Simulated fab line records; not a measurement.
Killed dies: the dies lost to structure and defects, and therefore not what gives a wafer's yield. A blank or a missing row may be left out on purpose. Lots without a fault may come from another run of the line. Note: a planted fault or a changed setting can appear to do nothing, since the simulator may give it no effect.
Problem report, 8D (eight disciplines) form, completed by code | flow rit-cmos | the parts of the form that need people (team, actions taken, sign-off) are left out

1. WHAT IS WRONG
Mean of run-length-s at RIT_GATE_SOFTBAKE_12: 48.13 s across 6 wafers in 2 lots; on wafers with no fault it is 89.24 s (standard deviation 0.15). That is -99 or more standard deviations from the usual mean.
The step: time 60 s.
Earliest sighting: wafer L954.3 on litho-track-04 at day 5 04:47. The record holds 18 wafers of 6 lots with a number at this step. Rule for "out", or "out of limits": more than 4 standard deviations from the usual mean. The rest of the wafers with a number are treated as sound.

2. WHAT IT IS AND WHAT IT IS NOT
question                    | is                                 | is not
which readings at this step | run-length-s, heater-power-total-W | -
which lots                  | L954, L957                         | L942, L945, L961, L964
which wafers of those lots  | all that have a number             | -
read on which tools         | litho-track-04                     | litho-track-02
when                        | from day 5 04:47                   | up to then (6 sound wafers); but 6 sound wafers of L961, L964 came after

3. SUSPECTS, AND WHAT RULES EACH OUT
Counting: a tool at any process step up to the reading remains a suspect when it ran all the lots that are out and ran no sound lot after the first of those.
- litho-track-04 at RIT_GATE_SOFTBAKE_12 (time 60 s): ruled out as a lasting fault. The sound lots L964 went through it after L954, its earliest lot that is out (day 5 04:47).
Left after counting: nothing in the record.

4. THE CAUSE (what the simulator had put in)
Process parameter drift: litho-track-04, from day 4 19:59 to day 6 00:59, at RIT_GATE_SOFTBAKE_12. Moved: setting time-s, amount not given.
Counting ruled it out, wrongly.

5. THE CHAIN OF EFFECTS, in route order
Each row: a reading whose mean over the struck wafers that have a number lies more than 3 standard deviations from the usual. Only readings whose record carries a usual standard deviation are examined. hours: median over the lots of the time between each lot's start at the first step of this table that gives one and its start at this step. sigmas: the change, counted in usual standard deviations.
hours | step                 | reading              | usual   | on struck wafers | change | sigmas
0     | RIT_GATE_SOFTBAKE_12 | heater-power-total-W | 34.56 W | 47.06            | +12.50 | +99 or more
0     | RIT_GATE_SOFTBAKE_12 | run-length-s         | 89.24 s | 48.13            | -41.10 | -99 or more
It contains these process steps:
- RIT_GATE_SOFTBAKE_12: time 60 s.
Later measuring or inspecting steps at which every struck wafer that the step has a row for has a number for every such reading, and none has moved that far: RIT_GATE_CD_MEAS_16, RIT_GATE_OVL_MEAS_17.

6. HOW IT WOULD HAVE BEEN CAUGHT EARLIER
The fault began at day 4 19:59; the first out-of-limits reading in this record came at day 5 04:47, 9 hours later.
